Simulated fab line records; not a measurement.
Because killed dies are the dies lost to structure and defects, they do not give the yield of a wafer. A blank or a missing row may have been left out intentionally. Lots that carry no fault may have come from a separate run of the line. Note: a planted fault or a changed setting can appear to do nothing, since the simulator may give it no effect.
Comparing a struck lot with a sound one :: flow rit_cmos :: 35 out of 202 route steps
Sound: these wafers, L735.1, L735.2, L735.4. Wafers struck: L739.1, L739.5, L739.6. The cause is named last.
Order at every step that has rows: each side's tool, ch and its chambers, its first start. Under that, the readings that differ: sound wafers :: struck wafers :: difference of the means :: sigmas: that difference in standard deviations of wafers without a fault.
alike: words and numbers the same on both sides, and readings whose means are apart by under 2 such deviations; not compared: readings that were withheld, readings missing a value for some wafer, numbers with overlapping values and no deviation given by the record, and bounds like >300 which may hide the same value.
A row with sigmas, a row that says differs or no value, or rows on one side alone: a step with any of these is where the two part. Numbers that have no deviation but don't overlap get no sigmas and don't part them. A reading that every wafer of one side lacks parts them only if that side has two wafers or more.

first, 4 steps without rows for these wafers: RIT_ACTIVE_CLEAN_15 (cleans in SC1, time 600 s); RIT_ACTIVE_CLEAN_16 (cleans in dHF, time 30 s); RIT_ACTIVE_CLEAN_17 (cleans in SC2, time 600 s); RIT_FOX1_OXIDATION_00 (target thk 350.7 nm, ox time 1130 s).
RIT_FOX1_THK_MEAS_01:
  sound: film_metro-03 at day 3 01:05; struck: film_metro-02 at day 3 20:22
  alike: FOX1_OXIDE_THK
then, 2 steps without rows for these wafers: RIT_FOX1_WET_ETCH_02 (etches SiO2 in BOE, target depth 350 nm, time 390 s); RIT_FOX2_OXIDATION_00 (target thk 350.7 nm, ox time 1130 s).
RIT_FOX2_THK_MEAS_01:
  sound: film_metro-04 at day 3 02:35; struck: film_metro-01 at day 4 00:11
  alike: FOX2_OXIDE_THK
then, 2 steps without rows for these wafers: RIT_FOX2_CLEAN_02 (cleans in dHF, time 180 s); RIT_FOX2_WET_ETCH_03 (etches Si3N4 in H3PO4, target depth 195 nm, time 2700 s).
RIT_FOX2_THK_MEAS_90:
  sound: film_metro-03 at day 3 03:32; struck: film_metro-03 at day 4 01:04
  alike: FIELD_OXIDE_LEFT_1_THK
then, 1 step without rows for these wafers: RIT_NWELL_HMDS_00 (prime time 60 s).
RIT_NWELL_COAT_01: resist thk 1300 nm.
  sound on litho_track-03 ch 0, day 3 03:44; struck on litho_track-03 ch 0, day 4 01:16
reading: model.NOVOLAK_of_NWELL_COAT_01.thk_nm (nm)
sound: 1300 1302 1297
struck: 260.2 258.8 259.5
difference: -1040.2
sigmas: 
  alike: dispense_pressure_kPa
then, 4 steps without rows for these wafers: RIT_NWELL_SOFTBAKE_02 (time 60 s); RIT_NWELL_EXPOSE_03 (exposes mask M2, target cd 43900 nm); RIT_NWELL_PEB_04; RIT_NWELL_DEVELOP_05 (develop time 68 s).
RIT_NWELL_OVL_MEAS_06:
  sound: overlay-01 at day 3 04:36; struck: overlay-01 at day 4 02:00
  alike: NWELL_OVL
RIT_NWELL_HARDBAKE_07: time 120 s.
  sound on litho_track-04 ch 0, day 3 04:38; struck on litho_track-04 ch 0, day 4 02:02
reading: model.NOVOLAK_of_NWELL_COAT_01.thk_nm (nm)
sound: 1137 1138 1135
struck: 234.4 233.3 233.8
difference: -902.8
sigmas: 
next, for these wafers, 1 step has no rows: RIT_NWELL_IMPLANT_08.
RIT_NWELL_STRIP_09: strips in O2, time 180 s.
  sound on plasma_asher-02 ch 0,1, day 3 05:02; struck on plasma_asher-04 ch 0,1, day 4 02:26
  alike: chamber_pressure_mTorr, drypump_motor_current_A, o2_flow_sccm
  not compared: rf_hours_counter_h
RIT_NWELL_TW_MEAS_10:
  sound: film_metro-04 at day 3 05:13; struck: film_metro-04 at day 4 02:37
  alike: NWELL_TW
then, 6 steps without rows for these wafers: RIT_PWELL_HMDS_00 (prime time 60 s); RIT_PWELL_COAT_01 (resist thk 1300 nm); RIT_PWELL_SOFTBAKE_02 (time 60 s); RIT_PWELL_EXPOSE_03 (exposes mask M3, target cd 43700 nm); RIT_PWELL_PEB_04; RIT_PWELL_DEVELOP_05 (develop time 68 s).
RIT_PWELL_OVL_MEAS_06:
  sound: overlay-01 at day 3 06:22; struck: overlay-01 at day 4 03:33
  alike: PWELL_OVL
then, 2 steps without rows for these wafers: RIT_PWELL_HARDBAKE_07 (time 120 s); RIT_PWELL_IMPLANT_08.
RIT_PWELL_STRIP_09: strips in O2, time 180 s.
  sound on plasma_asher-04 ch 0,1, day 3 06:48; struck on plasma_asher-03 ch 0,1, day 4 03:59
reading: chamber_pressure_mTorr (mTorr)
sound: 3997 3993 3995
struck: 4001 4008 4004
difference: +9
sigmas: +2
  alike: drypump_motor_current_A, o2_flow_sccm
  not compared: rf_hours_counter_h
RIT_PWELL_TW_MEAS_10:
  sound: film_metro-01 at day 3 06:59; struck: film_metro-04 at day 4 04:10
reading: PWELL_TW
sound: 954 953 957
struck: 1991 1995 1984
difference: +1035
sigmas: +99 or more
then, 1 step without rows for these wafers: RIT_WELLDRIVE_ANNEAL_00 (time 14700 s).
RIT_M1_PROBE_99:
  sound: prober-01 at day 4 22:22; struck: prober-01 at day 5 18:49
reading: model.etest.pwell_pinched.rs_ohm_sq
sound: 450.1 454.8 452.5
struck: 743.8 741.7 753.9
difference: +294.0
sigmas: 

reading: model.etest.nmos_0p3.r_on_ohm_um
sound: 2165 2180 2149
struck: 2008 2067 2044
difference: -125
sigmas: 

reading: model.etest.nmos_turned.drive_ua_um
sound: 328.6 332.4 335
struck: 391.4 374.3 379.4
difference: +49.7
sigmas: 

reading: model.etest.nmos_0p15.drive_ua_um
sound: 455.2 459.3 470.2
struck: 536 514.3 527.9
difference: +64
sigmas: 

reading: model.etest.nmos_0p3.drive_ua_um
sound: 216.4 219.5 218.5
struck: 260.2 257.5 253.6
difference: +39.0
sigmas: 

reading: model.etest.nmos_narrow.drive_ua_um
sound: 218 218.8 220.4
struck: 247.5 243.3 241.4
difference: +25.0
sigmas: 

reading: model.etest.well_edge_left.line_ohm_um
sound: 182.3 182.6 182.2
struck: 162.6 163.9 163.8
difference: -18.9
sigmas: 
  alike: killed_at_contacts, killed_at_front_end, killed_dies, killed_open, killed_short
  not compared: model.etest.nmos_0p15.r_on_ohm_um

## WHERE THEY PART
At RIT_PWELL_STRIP_09 first; at RIT_PWELL_TW_MEAS_10 last (within this record only). Later steps at which nothing parts them and some readings are alike: RIT_M1_PROBE_99.

WHY: whatever the simulator had introduced
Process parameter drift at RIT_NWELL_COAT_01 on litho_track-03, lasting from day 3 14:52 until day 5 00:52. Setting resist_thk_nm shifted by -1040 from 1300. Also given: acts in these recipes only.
